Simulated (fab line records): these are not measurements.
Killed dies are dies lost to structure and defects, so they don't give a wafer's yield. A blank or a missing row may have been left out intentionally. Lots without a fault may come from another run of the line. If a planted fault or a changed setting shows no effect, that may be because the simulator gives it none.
fab line records | flow berkeley_cmos170 | part 1 of 2: steps 1 to 40 of 45
record: lots: 7 | wafers: 21 | last_day: 12
route steps=331 shown GATE@141 PLDD@145 NLDD@158 SPACER@171 PSD@175 M3@331
lots that met no fault: taken from a fault-free run of the same line
start_h: start of the lot's first displayed wafer, in hours after the record's first day | wait_h: time in hours since the lot's previous step | " repeats the value in the row above | L1.1+2: a row that stands for several wafers | - either no value or no given start | * or withheld: withheld | < > ~ a bound
route shown NAME@n: a module of which the file shows steps, and the number in the route of the first | usual: average and standard deviation across the fault-free wafers | same: alike in all rows | chamber/n: place in a boat | sites: per-site readings | _std_site: standard deviation of those values | _edge_site: inner sites' mean taken away from outer sites' mean | radius_mm: for every site, how far away it sits from the centre of the wafer | mask NAME#n: copy n | behind: the tool/chamber that last shaped the wafer | hold: why the lot went on hold/how many hours it stayed there/how the hold came to an end | device: names the non-switching transistor (n, p or np) | end of line: the route-end tests of the same wafers | a step without rows: its recipe alone | killed: dies lost to structure and defects at the first sort, not the wafer's yield | map: a wafer's dies, marking killed ones x, the rest . and places with no die _
set.NAME: the setting that was run; set.NAME@STEP: the one run at that earlier step | model.NAME: the simulator's own value behind a step, which no gauge read
lots at selected steps of the route; one table per step, one row per wafer
services: the hour from which a tool's chamber was out of use, counted from the record's first day as start_h (under 0 if before that day), plus the number of hours and why
== steps ==
step: UCB170_GATE_ETCH_15
recipe: chemistry: HBr/Cl2 | target: poly-Si | stop_on: SiO2 | over_etch_frac: 0.3 | icp_w: 300 | bias_w: 150 | time_s: 56.3 | pressure_mtorr: 15 | HBr_flow_sccm: 150 | Cl2_flow_sccm: 50 | target_depth_a: 2782
step: UCB170_GATE_STRIP_16
recipe: chemistry: O2 | power_w: 400 | pressure_mtorr: 3500 | platen_temp_c: withheld | o2_flow_sccm: 400 | overash_fraction: 0.5
usual: chamber_pressure_mTorr: 3500/3.1 | drypump_motor_current_A: 5.57/0.28 | oes_product_au: 0.724/0.0047
lot.wafer | tool            | chamber | start_h | wait_h | chamber_pressure_mTorr | drypump_motor_current_A | oes_product_au | rf_hours_counter_h
L624.1    | plasma_asher-02 | 0       | 150.66  | 0.0    | 3505                   | 5.62                    | 0.725          | 37
L624.3    | "               | 0       | "       | "      | 3500                   | 5.61                    | 0.728          | -
L624.5    | "               | 0       | "       | "      | 3506                   | 5.62                    | 0.730          | -
L625.2    | plasma_asher-02 | 0       | 151.13  | 0.0    | 3502                   | 5.61                    | 0.730          | 37
L625.5    | "               | 1       | "       | "      | 3498                   | 6.07                    | 0.719          | -
L625.6    | "               | 0       | "       | "      | 3497                   | 5.62                    | 0.722          | -
L632.4    | plasma_asher-04 | 1       | 185.30  | 0.0    | 3496                   | 5.45                    | 0.726          | -
L632.5    | "               | 0       | "       | "      | 3500                   | 5.24                    | 0.726          | -
L632.6    | "               | 1       | "       | "      | 3505                   | 5.47                    | 0.729          | -
L633.1    | plasma_asher-03 | 1       | 197.10  | 0.0    | 3498                   | 5.82                    | 0.721          | 7
L633.3    | "               | 0       | "       | "      | 3505                   | 5.28                    | 0.717          | -
L633.6    | "               | 0       | "       | "      | 3496                   | 5.30                    | 0.727          | -
L636.3    | plasma_asher-04 | 0       | 215.65  | 0.1    | 3501                   | 5.22                    | 0.725          | -
L636.5    | "               | 0       | "       | "      | 3500                   | 5.21                    | 0.722          | -
L636.6    | "               | 1       | "       | "      | 3501                   | 5.46                    | 0.718          | -
L637.1    | plasma_asher-02 | 0       | 215.74  | 0.0    | 3497                   | 5.60                    | 0.727          | 45
L637.3    | "               | 0       | "       | "      | 3501                   | 5.61                    | 0.730          | -
L637.6    | "               | 1       | "       | "      | 3503                   | 6.06                    | 0.717          | -
L645.2    | plasma_asher-02 | 0       | 251.64  | 0.0    | 3500                   | 5.61                    | 0.729          | 51
L645.3    | "               | 0       | "       | "      | 3504                   | 5.60                    | 0.723          | -
L645.5    | "               | 0       | "       | "      | 3502                   | 5.60                    | 0.726          | -
step: UCB170_GATE_CD_MEAS_90
recipe: target_cd_nm: 350
usual: cd_nm: 350.0/1.6
lot.wafer | tool      | chamber | start_h | wait_h | cd_nm
L624.1    | cd_sem-01 | -       | 150.76  | 0.1    | 349.6
L624.3    | "         | -       | "       | "      | 349.1
L624.5    | "         | -       | "       | "      | 348.3
L625.2    | cd_sem-02 | -       | 151.35  | 0.2    | 350.3
L625.5    | "         | -       | "       | "      | 350.8
L625.6    | "         | -       | "       | "      | 351.7
L632.4    | cd_sem-02 | -       | 185.48  | 0.2    | 350.3
L632.5    | "         | -       | "       | "      | 349.6
L632.6    | "         | -       | "       | "      | 348.6
L633.1    | cd_sem-01 | -       | 197.20  | 0.1    | 351.0
L633.3    | "         | -       | "       | "      | 349.7
L633.6    | "         | -       | "       | "      | 349.5
L636.3    | cd_sem-01 | -       | 215.76  | 0.1    | 350.0
L636.5    | "         | -       | "       | "      | 351.8
L636.6    | "         | -       | "       | "      | 351.1
L637.1    | cd_sem-02 | -       | 215.84  | 0.1    | 350.2
L637.3    | "         | -       | "       | "      | 351.0
L637.6    | "         | -       | "       | "      | 349.7
L645.2    | cd_sem-02 | -       | 251.83  | 0.2    | 349.6
L645.3    | "         | -       | "       | "      | 350.7
L645.5    | "         | -       | "       | "      | 348.9
step: UCB170_GATE_CLEAN_17
recipe: chemistry: SPM | temp_c: 120 | time_s: 600
step: UCB170_PLDD_HMDS_00
recipe: prime_time_s: 60 | prime_temp_c: 100
step: UCB170_PLDD_COAT_01
recipe: resist: KrF | spin_rpm: 1500 | resist_thk_nm: 900
step: UCB170_PLDD_SOFTBAKE_02
recipe: resist: KrF | temp_c: 130 | time_s: 60
step: UCB170_PLDD_EXPOSE_03
recipe: mask_id: PSELECT | na: 0.5 | sigma_outer: 0.6 | source_shape: conventional | target_cd_nm: 1200 | dose_mj: 30
step: UCB170_PLDD_PEB_04
recipe: peb_temp_c: 130 | peb_time_s: withheld | resist: KrF
step: UCB170_PLDD_DEVELOP_05
recipe: developer: TMAH | develop_time_s: 45 | resist: KrF | dev_temp_c: 21
step: UCB170_PLDD_CD_MEAS_06
recipe: target_cd_nm: 1200
usual: cd_nm: 1199.8/1.2
lot.wafer | tool      | chamber | start_h | wait_h | cd_nm
L624.1    | cd_sem-02 | -       | 152.32  | -      | 1200.7
L624.3    | "         | -       | "       | "      | 1199.9
L624.5    | "         | -       | "       | "      | 1200.3
L625.2    | cd_sem-02 | -       | 153.08  | -      | 1198.5
L625.5    | "         | -       | "       | "      | 1199.3
L625.6    | "         | -       | "       | "      | 1199.5
L632.4    | cd_sem-01 | -       | 186.88  | -      | 1200.0
L632.5    | "         | -       | "       | "      | 1200.2
L632.6    | "         | -       | "       | "      | 1201.0
L633.1    | cd_sem-02 | -       | 199.75  | -      | 1200.8
L633.3    | "         | -       | "       | "      | 1200.3
L633.6    | "         | -       | "       | "      | 1199.7
L636.3    | cd_sem-02 | -       | 217.14  | -      | 1199.5
L636.5    | "         | -       | "       | "      | 1198.9
L636.6    | "         | -       | "       | "      | 1198.5
L637.1    | cd_sem-02 | -       | 217.31  | -      | 1197.3
L637.3    | "         | -       | "       | "      | 1197.4
L637.6    | "         | -       | "       | "      | 1197.7
L645.2    | cd_sem-01 | -       | 253.58  | -      | 1200.6
L645.3    | "         | -       | "       | "      | 1200.0
L645.5    | "         | -       | "       | "      | 1200.6
step: UCB170_PLDD_OVL_MEAS_07
usual: PLDD_OVL: -1/5.5
lot.wafer | tool       | chamber | start_h | wait_h | PLDD_OVL[nm]
L624.1    | overlay-01 | -       | 152.44  | 0.1    | -1
L624.3    | "          | -       | "       | "      | -9
L624.5    | "          | -       | "       | "      | -1
L625.2    | overlay-02 | -       | 153.18  | 0.1    | 2
L625.5    | "          | -       | "       | "      | 5
L625.6    | "          | -       | "       | "      | 2
L632.4    | overlay-01 | -       | 186.96  | 0.1    | 0
L632.5    | "          | -       | "       | "      | -2
L632.6    | "          | -       | "       | "      | -5
L633.1    | overlay-02 | -       | 199.87  | 0.1    | -1
L633.3    | "          | -       | "       | "      | 3
L633.6    | "          | -       | "       | "      | -3
L636.3    | overlay-02 | -       | 217.23  | 0.1    | 2
L636.5    | "          | -       | "       | "      | 1
L636.6    | "          | -       | "       | "      | -3
L637.1    | overlay-01 | -       | 217.43  | 0.1    | -5
L637.3    | "          | -       | "       | "      | -1
L637.6    | "          | -       | "       | "      | -11
L645.2    | overlay-02 | -       | 253.69  | 0.1    | 7
L645.3    | "          | -       | "       | "      | -8
L645.5    | "          | -       | "       | "      | -3
step: UCB170_PLDD_IMPLANT_08
recipe: species: BF2 | dose_cm2: 5e+13 | energy_kev: 10 | tilt_deg: 7 | rotation_deg: 0
usual: dose_ions_cm2: 5e+13/4.8e+10
lot.wafer | tool         | chamber | start_h | wait_h | dose_ions_cm2
L624.1    | implanter-01 | 0       | 152.47  | 0.0    | 5.01e+13
L624.3    | "            | 0       | "       | "      | 5.005e+13
L624.5    | "            | 0       | "       | "      | 5e+13
L625.2    | implanter-01 | 0       | 153.24  | 0.0    | 5.005e+13
L625.5    | "            | 0       | "       | "      | 5.003e+13
L625.6    | "            | 0       | "       | "      | 5.003e+13
L632.4    | implanter-01 | 0       | 187.05  | 0.1    | 5.227e+13
L632.5    | "            | 0       | "       | "      | 5.227e+13
L632.6    | "            | 0       | "       | "      | 5.225e+13
L633.1    | implanter-01 | 0       | 199.90  | 0.0    | 5.233e+13
L633.3    | "            | 0       | "       | "      | 5.232e+13
L633.6    | "            | 0       | "       | "      | 5.234e+13
L636.3    | implanter-01 | 0       | 217.30  | 0.1    | 5.227e+13
L636.5    | "            | 0       | "       | "      | 5.225e+13
L636.6    | "            | 0       | "       | "      | 5.231e+13
L637.1    | implanter-03 | 0       | 217.46  | 0.0    | 5.01e+13
L637.3    | "            | 0       | "       | "      | 4.997e+13
L637.6    | "            | 0       | "       | "      | 4.998e+13
L645.2    | implanter-03 | 0       | 253.74  | 0.0    | 5e+13
L645.3    | "            | 0       | "       | "      | 4.996e+13
L645.5    | "            | 0       | "       | "      | 4.995e+13
step: UCB170_PLDD_IMPLANT_09
recipe: species: BF2 | dose_cm2: 5e+13 | energy_kev: 10 | tilt_deg: 7 | rotation_deg: 180
step: UCB170_PLDD_STRIP_10
recipe: chemistry: O2 | power_w: 400 | pressure_mtorr: 3500 | platen_temp_c: withheld | o2_flow_sccm: 400 | overash_fraction: 0.5
usual: chamber_pressure_mTorr: 3500/3.1 | drypump_motor_current_A: 5.74/0.28 | oes_product_au: 0.734/0.0048 | strip_time_to_endpoint_s: 21.63/0.053
lot.wafer | tool            | chamber | start_h | wait_h | chamber_pressure_mTorr | drypump_motor_current_A | oes_product_au | rf_hours_counter_h | strip_time_to_endpoint_s
L624.1    | plasma_asher-01 | 1       | 152.77  | 0.1    | 3500                   | 5.56                    | 0.737          | 46                 | 21.69
L624.3    | "               | 1       | "       | "      | 3500                   | 5.57                    | 0.738          | -                  | 21.68
L624.5    | "               | 0       | "       | "      | 3504                   | 6.10                    | 0.739          | -                  | 21.67
L625.2    | plasma_asher-01 | 0       | 153.51  | 0.1    | 3500                   | 6.08                    | 0.734          | 46                 | 21.72
L625.5    | "               | 0       | "       | "      | 3498                   | 6.11                    | 0.736          | -                  | 21.73
L625.6    | "               | 1       | "       | "      | 3500                   | 5.55                    | 0.736          | -                  | 21.68
L632.4    | plasma_asher-01 | 1       | 187.31  | 0.1    | 3497                   | 5.57                    | 0.739          | -                  | 21.70
L632.5    | "               | 0       | "       | "      | 3499                   | 6.11                    | 0.738          | -                  | 21.67
L632.6    | "               | 1       | "       | "      | 3501                   | 5.54                    | 0.730          | -                  | 21.62
L633.1    | plasma_asher-02 | 1       | 200.20  | 0.1    | 3502                   | 6.02                    | 0.734          | 43                 | 21.70
L633.3    | "               | 0       | "       | "      | 3500                   | 5.62                    | 0.724          | -                  | 21.68
L633.6    | "               | 0       | "       | "      | 3505                   | 5.61                    | 0.743          | -                  | 21.68
L636.3    | plasma_asher-03 | 0       | 217.59  | 0.1    | 3494                   | 5.29                    | 0.731          | -                  | 21.72
L636.5    | "               | 1       | "       | "      | 3493                   | 5.78                    | 0.737          | -                  | 21.65
L636.6    | "               | 0       | "       | "      | 3502                   | 5.31                    | 0.736          | -                  | 21.68
L637.1    | plasma_asher-01 | 1       | 217.76  | 0.1    | 3507                   | 5.57                    | 0.735          | 54                 | 21.60
L637.3    | "               | 0       | "       | "      | 3501                   | 6.09                    | 0.739          | -                  | 21.60
L637.6    | "               | 0       | "       | "      | 3497                   | 6.07                    | 0.724          | -                  | 21.57
L645.2    | plasma_asher-02 | 1       | 254.02  | 0.1    | 3502                   | 6.05                    | 0.733          | 51                 | 21.64
L645.3    | "               | 0       | "       | "      | 3498                   | 5.61                    | 0.732          | -                  | 21.67
L645.5    | "               | 1       | "       | "      | 3496                   | 6.04                    | 0.732          | -                  | 21.53
step: UCB170_PLDD_TW_MEAS_11
usual: PLDD_TW: 1010/8.7
lot.wafer | tool          | chamber | start_h | wait_h | PLDD_TW
L624.1    | film_metro-02 | -       | 152.87  | 0.1    | 1029
L624.3    | "             | -       | "       | "      | 1019
L624.5    | "             | -       | "       | "      | 1024
L625.2    | film_metro-04 | -       | 153.62  | 0.1    | 1016
L625.5    | "             | -       | "       | "      | 1014
L625.6    | "             | -       | "       | "      | 1019
L632.4    | film_metro-04 | -       | 187.41  | 0.1    | 1007
L632.5    | "             | -       | "       | "      | 1012
L632.6    | "             | -       | "       | "      | 1012
L633.1    | film_metro-04 | -       | 200.30  | 0.1    | 1012
L633.3    | "             | -       | "       | "      | 1013
L633.6    | "             | -       | "       | "      | 1015
L636.3    | film_metro-04 | -       | 217.67  | 0.1    | 1000
L636.5    | "             | -       | "       | "      | 1003
L636.6    | "             | -       | "       | "      | 1007
L637.1    | film_metro-03 | -       | 217.86  | 0.1    | 1006
L637.3    | "             | -       | "       | "      | 1007
L637.6    | "             | -       | "       | "      | 1005
L645.2    | film_metro-02 | -       | 254.13  | 0.1    | 1019
L645.3    | "             | -       | "       | "      | 1010
L645.5    | "             | -       | "       | "      | 1010
step: UCB170_PLDD_CLEAN_12
recipe: chemistry: SPM | temp_c: 120 | time_s: 600
step: UCB170_NLDD_HMDS_00
recipe: prime_time_s: 60 | prime_temp_c: 100
step: UCB170_NLDD_COAT_01
recipe: resist: KrF | spin_rpm: 1500 | resist_thk_nm: 900
step: UCB170_NLDD_SOFTBAKE_02
recipe: resist: KrF | temp_c: 130 | time_s: 60
step: UCB170_NLDD_EXPOSE_03
recipe: mask_id: NSELECT | na: 0.5 | sigma_outer: 0.6 | source_shape: conventional | target_cd_nm: 1200 | dose_mj: 30
step: UCB170_NLDD_PEB_04
recipe: peb_temp_c: 130 | peb_time_s: withheld | resist: KrF
step: UCB170_NLDD_DEVELOP_05
recipe: developer: TMAH | develop_time_s: 45 | resist: KrF | dev_temp_c: 21
step: UCB170_NLDD_CD_MEAS_06
recipe: target_cd_nm: 1200
usual: cd_nm: 1199.8/1.2
lot.wafer | tool      | chamber | start_h | wait_h | cd_nm
L624.1    | cd_sem-02 | -       | 154.29  | -      | 1200.8
L624.3    | "         | -       | "       | "      | 1200.2
L624.5    | "         | -       | "       | "      | 1198.8
L625.2    | cd_sem-01 | -       | 154.99  | -      | 1198.2
L625.5    | "         | -       | "       | "      | 1198.9
L625.6    | "         | -       | "       | "      | 1198.5
L632.4    | cd_sem-02 | -       | 188.61  | -      | 1199.0
L632.5    | "         | -       | "       | "      | 1199.1
L632.6    | "         | -       | "       | "      | 1198.9
L633.1    | cd_sem-02 | -       | 202.16  | -      | 1202.6
L633.3    | "         | -       | "       | "      | 1201.3
L633.6    | "         | -       | "       | "      | 1202.2
L636.3    | cd_sem-02 | -       | 219.31  | -      | 1200.4
L636.5    | "         | -       | "       | "      | 1199.6
L636.6    | "         | -       | "       | "      | 1199.2
L637.1    | cd_sem-02 | -       | 219.55  | -      | 1197.7
L637.3    | "         | -       | "       | "      | 1199.4
L637.6    | "         | -       | "       | "      | 1200.0
L645.2    | cd_sem-01 | -       | 255.35  | -      | 1201.9
L645.3    | "         | -       | "       | "      | 1203.4
L645.5    | "         | -       | "       | "      | 1202.4
step: UCB170_NLDD_OVL_MEAS_07
usual: NLDD_OVL: -1/5.1
lot.wafer | tool       | chamber | start_h | wait_h | NLDD_OVL[nm]
L624.1    | overlay-02 | -       | 154.41  | 0.1    | -1
L624.3    | "          | -       | "       | "      | 6
L624.5    | "          | -       | "       | "      | 1
L625.2    | overlay-01 | -       | 155.10  | 0.1    | 5
L625.5    | "          | -       | "       | "      | 4
L625.6    | "          | -       | "       | "      | 1
L632.4    | overlay-01 | -       | 188.69  | 0.1    | -1
L632.5    | "          | -       | "       | "      | -2
L632.6    | "          | -       | "       | "      | 9
L633.1    | overlay-02 | -       | 202.28  | 0.1    | -5
L633.3    | "          | -       | "       | "      | -5
L633.6    | "          | -       | "       | "      | 2
L636.3    | overlay-01 | -       | 219.40  | 0.1    | -6
L636.5    | "          | -       | "       | "      | -5
L636.6    | "          | -       | "       | "      | -4
L637.1    | overlay-01 | -       | 219.67  | 0.1    | -1
L637.3    | "          | -       | "       | "      | 7
L637.6    | "          | -       | "       | "      | -3
L645.2    | overlay-01 | -       | 255.46  | 0.1    | -10
L645.3    | "          | -       | "       | "      | -7
L645.5    | "          | -       | "       | "      | -8
step: UCB170_NLDD_IMPLANT_08
recipe: species: As | dose_cm2: 5e+13 | energy_kev: 30 | tilt_deg: 7 | rotation_deg: 0
step: UCB170_NLDD_IMPLANT_09
recipe: species: As | dose_cm2: 5e+13 | energy_kev: 30 | tilt_deg: 7 | rotation_deg: 180
step: UCB170_NLDD_STRIP_10
recipe: chemistry: O2 | power_w: 400 | pressure_mtorr: 3500 | platen_temp_c: withheld | o2_flow_sccm: 400 | overash_fraction: 0.5
usual: chamber_pressure_mTorr: 3500.1/2.9 | drypump_motor_current_A: 5.57/0.29 | oes_product_au: 0.734/0.0043 | strip_time_to_endpoint_s: 21.64/0.071
lot.wafer | tool            | chamber | start_h | wait_h | chamber_pressure_mTorr | drypump_motor_current_A | oes_product_au | rf_hours_counter_h | strip_time_to_endpoint_s
L624.1    | plasma_asher-04 | 1       | 154.74  | 0.1    | 3498.5                 | 5.44                    | 0.735          | 36                 | 21.55
L624.3    | "               | 1       | "       | "      | 3496.7                 | 5.45                    | 0.734          | -                  | 21.57
L624.5    | "               | 0       | "       | "      | 3500.1                 | 5.26                    | 0.729          | -                  | 21.54
L625.2    | plasma_asher-04 | 1       | 155.43  | 0.1    | 3497.6                 | 5.44                    | 0.738          | 36                 | 21.75
L625.5    | "               | 0       | "       | "      | 3496.8                 | 5.25                    | 0.739          | -                  | 21.81
L625.6    | "               | 1       | "       | "      | 3500.5                 | 5.48                    | 0.737          | -                  | 21.70
L632.4    | plasma_asher-02 | 0       | 189.04  | 0.1    | 3501.4                 | 5.62                    | 0.740          | -                  | 21.66
L632.5    | "               | 1       | "       | "      | 3494.9                 | 6.03                    | 0.738          | -                  | 21.63
L632.6    | "               | 0       | "       | "      | 3496.9                 | 5.62                    | 0.738          | -                  | 21.63
L633.1    | plasma_asher-04 | 0       | 202.61  | 0.1    | 3506.0                 | 5.26                    | 0.729          | 41                 | 21.58
L633.3    | "               | 1       | "       | "      | 3496.0                 | 5.47                    | 0.741          | -                  | 21.61
L633.6    | "               | 0       | "       | "      | 3499.3                 | 5.23                    | 0.733          | -                  | 21.56
L636.3    | plasma_asher-01 | 0       | 219.76  | 0.1    | 3498.0                 | 6.10                    | 0.747          | -                  | 21.57
L636.5    | "               | 0       | "       | "      | 3502.6                 | 6.09                    | 0.736          | -                  | 21.55
L636.6    | "               | 1       | "       | "      | 3499.0                 | 5.56                    | 0.737          | -                  | 21.51
L637.1    | plasma_asher-04 | 0       | 220.00  | 0.1    | 3499.6                 | 5.28                    | 0.738          | 42                 | 21.79
L637.3    | "               | 0       | "       | "      | 3497.0                 | 5.30                    | 0.741          | -                  | 21.76
L637.6    | "               | 0       | "       | "      | 3498.7                 | 5.28                    | 0.738          | -                  | 21.79
L645.2    | plasma_asher-02 | 1       | 255.79  | 0.1    | 3502.3                 | 6.02                    | 0.730          | 51                 | 21.61
L645.3    | "               | 0       | "       | "      | 3496.4                 | 5.61                    | 0.735          | -                  | 21.57
L645.5    | "               | 0       | "       | "      | 3499.3                 | 5.61                    | 0.734          | -                  | 21.58
step: UCB170_NLDD_TW_MEAS_11
usual: NLDD_TW: 2211/20
lot.wafer | tool          | chamber | start_h | wait_h | NLDD_TW
L624.1    | film_metro-02 | -       | 154.93  | 0.2    | 2239
L624.3    | "             | -       | "       | "      | 2243
L624.5    | "             | -       | "       | "      | 2251
L625.2    | film_metro-02 | -       | 155.54  | 0.1    | 2249
L625.5    | "             | -       | "       | "      | 2250
L625.6    | "             | -       | "       | "      | 2245
L632.4    | film_metro-02 | -       | 189.13  | 0.1    | 2217
L632.5    | "             | -       | "       | "      | 2227
L632.6    | "             | -       | "       | "      | 2218
L633.1    | film_metro-02 | -       | 202.85  | 0.2    | 2242
L633.3    | "             | -       | "       | "      | 2249
L633.6    | "             | -       | "       | "      | 2255
L636.3    | film_metro-04 | -       | 219.85  | 0.1    | 2182
L636.5    | "             | -       | "       | "      | 2184
L636.6    | "             | -       | "       | "      | 2187
L637.1    | film_metro-02 | -       | 220.10  | 0.1    | 2229
L637.3    | "             | -       | "       | "      | 2222
L637.6    | "             | -       | "       | "      | 2220
L645.2    | film_metro-03 | -       | 255.90  | 0.1    | 2205
L645.3    | "             | -       | "       | "      | 2203
L645.5    | "             | -       | "       | "      | 2206
step: UCB170_NLDD_CLEAN_12
recipe: chemistry: SPM | temp_c: 120 | time_s: 600
step: UCB170_SPACER_CVD_00
recipe: material: SiO2 | target_thk_nm: 376 | temp_c: 390 | precursor: TEOS/O2 | time_s: 47 | rf_w: 550 | pressure_mtorr: 9000
usual: heater_power_w: 261/65 | rf_fwd_power_W: 545.0/2
lot.wafer | tool     | chamber | start_h | wait_h | heater_power_w | rf_fwd_power_W
L624.1    | pecvd-01 | 2       | 155.36  | 0.0    | 268            | 545.1
L624.3    | "        | 1       | "       | "      | 206            | 543.3
L624.5    | "        | 1       | "       | "      | 214            | 545.7
L625.2    | pecvd-04 | 2       | 155.79  | 0.0    | 264            | 547.1
L625.5    | "        | 1       | "       | "      | 224            | 547.6
L625.6    | "        | 0       | "       | "      | 260            | 544.3
L632.4    | pecvd-02 | 0       | 189.49  | 0.0    | 202            | 543.1
L632.5    | "        | 2       | "       | "      | 178            | 547.1
L632.6    | "        | 1       | "       | "      | 406            | 546.6
L633.1    | pecvd-04 | 1       | 203.24  | 0.0    | 281            | 548.5
L633.3    | "        | 2       | "       | "      | 332            | 543.6
L633.6    | "        | 2       | "       | "      | 350            | 545.4
L636.3    | pecvd-01 | 2       | 220.06  | 0.0    | 306            | 545.9
L636.5    | "        | 0       | "       | "      | 347            | 543.6
L636.6    | "        | 2       | "       | "      | 215            | 546.2
L637.1    | pecvd-02 | 1       | 220.34  | 0.0    | 319            | 546.0
L637.3    | "        | 0       | "       | "      | 210            | 542.2
L637.6    | "        | 0       | "       | "      | 211            | 542.8
L645.2    | pecvd-02 | 1       | 256.14  | 0.0    | 354            | 546.0
L645.3    | "        | 2       | "       | "      | 247            | 544.8
L645.5    | "        | 2       | "       | "      | 252            | 544.1
step: UCB170_SPACER_THK_MEAS_01
recipe: reads: SiO2_of_SPACER_CVD_00
usual: SPACER_TEOS_THK: 378/5.1
lot.wafer | tool          | chamber | start_h | wait_h | SPACER_TEOS_THK[nm]
L624.1    | film_metro-02 | -       | 155.40  | 0.0    | 370
L624.3    | "             | -       | "       | "      | 377
L624.5    | "             | -       | "       | "      | 380
L625.2    | film_metro-01 | -       | 155.84  | 0.0    | 374
L625.5    | "             | -       | "       | "      | 379
L625.6    | "             | -       | "       | "      | 379
L632.4    | film_metro-01 | -       | 189.54  | 0.0    | 377
L632.5    | "             | -       | "       | "      | 375
L632.6    | "             | -       | "       | "      | 379
L633.1    | film_metro-04 | -       | 203.29  | 0.0    | 376
L633.3    | "             | -       | "       | "      | 377
L633.6    | "             | -       | "       | "      | 387
L636.3    | film_metro-01 | -       | 220.13  | 0.0    | 374
L636.5    | "             | -       | "       | "      | 382
L636.6    | "             | -       | "       | "      | 375
L637.1    | film_metro-01 | -       | 220.38  | 0.0    | 374
L637.3    | "             | -       | "       | "      | 373
L637.6    | "             | -       | "       | "      | 379
L645.2    | film_metro-01 | -       | 256.19  | 0.0    | 371
L645.3    | "             | -       | "       | "      | 371
L645.5    | "             | -       | "       | "      | 377
step: UCB170_SPACER_ANNEAL_02
recipe: temp_c: 900 | time_s: 1800 | ambient: N2
step: UCB170_SPACER_ETCHBACK_03
recipe: stop_on: Si | target: SiO2 | chemistry: CHF3/CF4/Ar | CHF3_flow_sccm: 50 | cf4_flow_sccm: 10 | Ar_flow_sccm: 120 | pressure_mtorr: 200 | rf_w: 500 | target_depth_a: 3760 | time_s: 100
usual: CHF3_flow_sccm: 49.99/0.16 | chamber_pressure_mTorr: 200.01/0.19 | drypump_motor_current_A: 5.8/0.53 | oes_product_au: 0.907/0.017 | rf_fwd_power_W: 497.0/1.6 | throttle_valve_pct: 6.45/0.12
lot.wafer | tool        | chamber | start_h | wait_h | CHF3_flow_sccm | chamber_pressure_mTorr | drypump_motor_current_A | oes_product_au | rf_fwd_power_W | rf_hours_counter_h | throttle_valve_pct
L624.1    | rie_diel-03 | 3       | 161.89  | 0.0    | 49.87          | 199.70                 | 5.2                     | 0.885          | 497.4          | 70                 | 6.45
L624.3    | "           | 1       | "       | "      | 49.99          | 199.81                 | 6.6                     | 0.893          | 494.9          | 0                  | 6.23
L624.5    | "           | 1       | "       | "      | 49.87          | 199.91                 | 6.6                     | 0.903          | 494.8          | -                  | 6.23
L625.2    | rie_diel-01 | 2       | 161.89  | 0.0    | 50.04          | 199.76                 | 5.9                     | 0.918          | 496.5          | 103                | 6.48
L625.5    | "           | 3       | "       | "      | 50.25          | 200.43                 | 5.4                     | 0.938          | 496.1          | -                  | 6.44
L625.6    | "           | 2       | "       | "      | 50.26          | 199.90                 | 5.8                     | 0.923          | 497.5          | -                  | 6.47
L632.4    | rie_diel-01 | 2       | 193.66  | 0.0    | 50.28          | 200.27                 | 5.9                     | 0.921          | 498.6          | 104                | 6.48
L632.5    | "           | 0       | "       | "      | 50.10          | 199.86                 | 5.5                     | 0.891          | 496.2          | -                  | 6.39
L632.6    | "           | 1       | "       | "      | 49.79          | 199.46                 | 5.5                     | 0.906          | 497.1          | -                  | 6.39
L633.1    | rie_diel-01 | 1       | 208.17  | 0.0    | 49.85          | 199.87                 | 5.5                     | 0.895          | 496.4          | 75                 | 6.40
L633.3    | "           | 3       | "       | "      | 49.67          | 199.97                 | 5.4                     | 0.931          | 500.1          | 93                 | 6.46
L633.6    | "           | 3       | "       | "      | 50.04          | 200.62                 | 5.4                     | 0.945          | 499.6          | -                  | 6.46
L636.3    | rie_diel-01 | 0       | 225.68  | 0.0    | 49.81          | 199.95                 | 5.5                     | 0.887          | 497.3          | 109                | 6.38
L636.5    | "           | 2       | "       | "      | 50.01          | 200.07                 | 5.9                     | 0.927          | 497.3          | -                  | 6.50
L636.6    | "           | 1       | "       | "      | 49.93          | 200.12                 | 5.5                     | 0.891          | 496.1          | -                  | 6.40
L637.1    | rie_diel-03 | 2       | 225.68  | 0.0    | 50.19          | 200.08                 | 6.5                     | 0.907          | 497.7          | 130                | 6.57
L637.3    | "           | 0       | "       | "      | 50.08          | 200.29                 | 6.2                     | 0.893          | 495.5          | 65                 | 6.59
L637.6    | "           | 2       | "       | "      | 50.15          | 200.02                 | 6.5                     | 0.923          | 498.2          | -                  | 6.58
L645.2    | rie_diel-03 | 0       | 260.50  | 0.0    | 49.97          | 200.21                 | 6.3                     | 0.886          | 496.6          | 67                 | 6.60
L645.3    | "           | 1       | "       | "      | 49.84          | 200.05                 | 6.6                     | 0.892          | 495.6          | 5                  | 6.23
L645.5    | "           | 2       | "       | "      | 50.06          | 200.04                 | 6.6                     | 0.923          | 495.3          | -                  | 6.58
step: UCB170_PSD_HMDS_00
recipe: prime_time_s: 60 | prime_temp_c: 100
step: UCB170_PSD_COAT_01
recipe: resist: KrF | spin_rpm: 1500 | resist_thk_nm: 900
step: UCB170_PSD_SOFTBAKE_02
recipe: resist: KrF | temp_c: 130 | time_s: 60
step: UCB170_PSD_EXPOSE_03
recipe: mask_id: PSELECT_MOD | na: 0.5 | sigma_outer: 0.6 | source_shape: conventional | target_cd_nm: 1200 | dose_mj: 30
step: UCB170_PSD_PEB_04
recipe: peb_temp_c: 130 | peb_time_s: withheld | resist: KrF
step: UCB170_PSD_DEVELOP_05
recipe: developer: TMAH | develop_time_s: 45 | resist: KrF | dev_temp_c: 21
== key ==
first_sign: step: UCB170_PLDD_IMPLANT_08 | reading: dose_ions_cm2 | direction: up | sigmas: 48 | usual: 5e+13 | struck: 5.229e+13
effect: step: UCB170_SDANNEAL_RS_MEAS_04 | reading: PLDD_RS | direction: down | sigmas: 7.2 | usual: 1030.9 | struck: 1011.8
met_at UCB170_PLDD_IMPLANT_08
struck_wafers L632.4,L632.5,L632.6,L633.1,L633.3,L633.6,L636.3,L636.5,L636.6
tester_left_out L632,L633,L636
onset_between 153.24 187.05
fault: kind: process_parameter_drift | tool: implanter-01 | chamber: - | onset_h: 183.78 | steps: UCB170_PLDD_IMPLANT_08 | channel: dose_cm2 | offset: 2.3405e+12 | shape: step | end_h: 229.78 | acts_in: these_recipes_only | stated: 5e+13
tester_left_out: of these lots the tester's yield and bins aren't shown, on N5 and GAA mostly nor the transistor test; their killed dies are dies lost to structure and defects alone, not to doping, threshold or leakage, so they don't give the yield
